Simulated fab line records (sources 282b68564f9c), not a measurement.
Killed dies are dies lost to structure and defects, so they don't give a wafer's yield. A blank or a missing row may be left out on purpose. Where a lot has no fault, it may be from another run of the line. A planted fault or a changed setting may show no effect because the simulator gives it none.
Comparing a struck lot with a sound one + flow rit_cmos + 21 out of 202 route steps
Sound: these wafers, L334.3, L334.5, L334.6. Struck: wafers L350.1, L350.2, L350.3. The cause is given at the end.
Each step with rows lists, per side, the tool, then ch with its chambers, then its first start. Under that, the readings that differ: sound wafers + struck wafers + difference of the means + sigmas: that difference in standard deviations of wafers without a fault.
alike: a reading whose means differ by less than 2 such deviations, as well as words and numbers matching on both sides. not compared: withheld readings; readings where some wafer has no value; bounds like >300 that might hide an equal value; numbers whose values overlap and for which the record gives no deviation.
A row with sigmas, a row that says differs or no value, or rows on one side alone: a step with any of these is where the two part. When numbers do not overlap yet have no deviation, they are printed without sigmas and do not part them. A reading missing from all wafers of one side parts the sides only when that side holds two or more wafers.

RIT_PLDD_OVL_MEAS_06:
  sound on overlay-02, day 3 20:49; struck on overlay-02, day 7 04:51
  alike: PLDD_OVL
then, 2 steps without rows for these wafers: RIT_PLDD_HARDBAKE_07 (time 60 s); RIT_PLDD_IMPLANT_08.
RIT_PLDD_STRIP_09: strips in O2, time 180 s.
  sound on plasma_asher-02 ch 0,1, day 3 21:12; struck on plasma_asher-01 ch 0,1, day 7 05:11
  alike: drypump_motor_current_A
  not compared: rf_hours_counter_h
RIT_PLDD_TW_MEAS_10:
  sound on film_metro-03, day 3 21:20; struck on film_metro-03, day 7 05:22
  alike: PLDD_TW
then, 4 steps without rows for these wafers: RIT_SPACER_CLEAN_00 (cleans in SC1, time 600 s); RIT_SPACER_CLEAN_01 (cleans in dHF, time 30 s); RIT_SPACER_CLEAN_02 (cleans in SC2, time 600 s); RIT_SPACER_CVD_03 (deposits Si3N4 from SiH2Cl2/NH3, target thk 250 nm, time 3300 s).
RIT_SPACER_THK_MEAS_04:
  sound on film_metro-04, day 3 23:41; struck on film_metro-04, day 7 09:23
  alike: SPACER_NITRIDE_THK
RIT_SPACER_ETCHBACK_05: etches Si3N4 in SF6/CHF3, stops on SiO2, target depth 250 nm, time 240 s.
  sound on rie_diel-04 ch 0,1,2, day 3 23:43; struck on rie_diel-04 ch 1,2,3, day 7 09:27
  alike: drypump_motor_current_A, oes_product_au, throttle_valve_pct
  not compared: rf_hours_counter_h
then, 1 step without rows for these wafers: RIT_NSD_HMDS_00 (prime time 60 s).
RIT_NSD_COAT_01: resist thk 1000 nm.
  sound on litho_track-04 ch 0, day 4 00:04; struck on litho_track-04 ch 0, day 7 09:45
| reading                                  | sound                | struck               | difference | sigmas |
|------------------------------------------|----------------------|----------------------|------------|--------|
| spin_speed_rpm (rpm)                     | 3255.0 3252.1 3252.3 | 3169.8 3169.0 3167.5 | -84.4      | -34    |
| model.NOVOLAK_of_NSD_COAT_01.thk_nm (nm) | 1001 1003 1000       | 1016 1016 1018       | +15        |        |
RIT_NSD_SOFTBAKE_02: time 61.69 s.
  sound on litho_track-04 ch 0, day 4 00:13; struck on litho_track-04 ch 0, day 7 09:54
  alike: plate_sensor_t_centre_C, plate_sensor_t_edge_C
then, 3 steps without rows for these wafers: RIT_NSD_EXPOSE_03 (exposes mask M9, target cd 40700 nm); RIT_NSD_PEB_04; RIT_NSD_DEVELOP_05 (develop time 50 s).
RIT_NSD_OVL_MEAS_06:
  sound on overlay-02, day 4 00:44; struck on overlay-01, day 7 10:35
  alike: NSD_OVL
RIT_NSD_HARDBAKE_07: time 60 s.
  sound on litho_track-01 ch 0, day 4 00:49; struck on litho_track-01 ch 0, day 7 10:37
| reading                                  | sound           | struck            | difference | sigmas |
|------------------------------------------|-----------------|-------------------|------------|--------|
| model.NOVOLAK_of_NSD_COAT_01.thk_nm (nm) | 885 886.1 883.9 | 898.1 897.4 899.2 | +13.2      |        |
next, for these wafers, 1 step has no rows: RIT_NSD_IMPLANT_08.
RIT_M1_PROBE_99:
  sound on prober-01, day 4 11:46; struck on prober-01, day 7 20:46
  alike: killed_at_M0_to_M3, killed_at_front_end, killed_dies, killed_open, killed_short

== WHERE THEY PART ==
At RIT_NSD_COAT_01 and nowhere else, as far as this record goes. Later steps at which nothing parts them and some readings are alike: RIT_NSD_SOFTBAKE_02, RIT_NSD_OVL_MEAS_06, RIT_M1_PROBE_99.

WHY: what had been put in by the simulator
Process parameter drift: litho_track-04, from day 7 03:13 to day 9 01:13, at RIT_NSD_COAT_01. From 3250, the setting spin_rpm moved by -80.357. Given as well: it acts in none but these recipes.
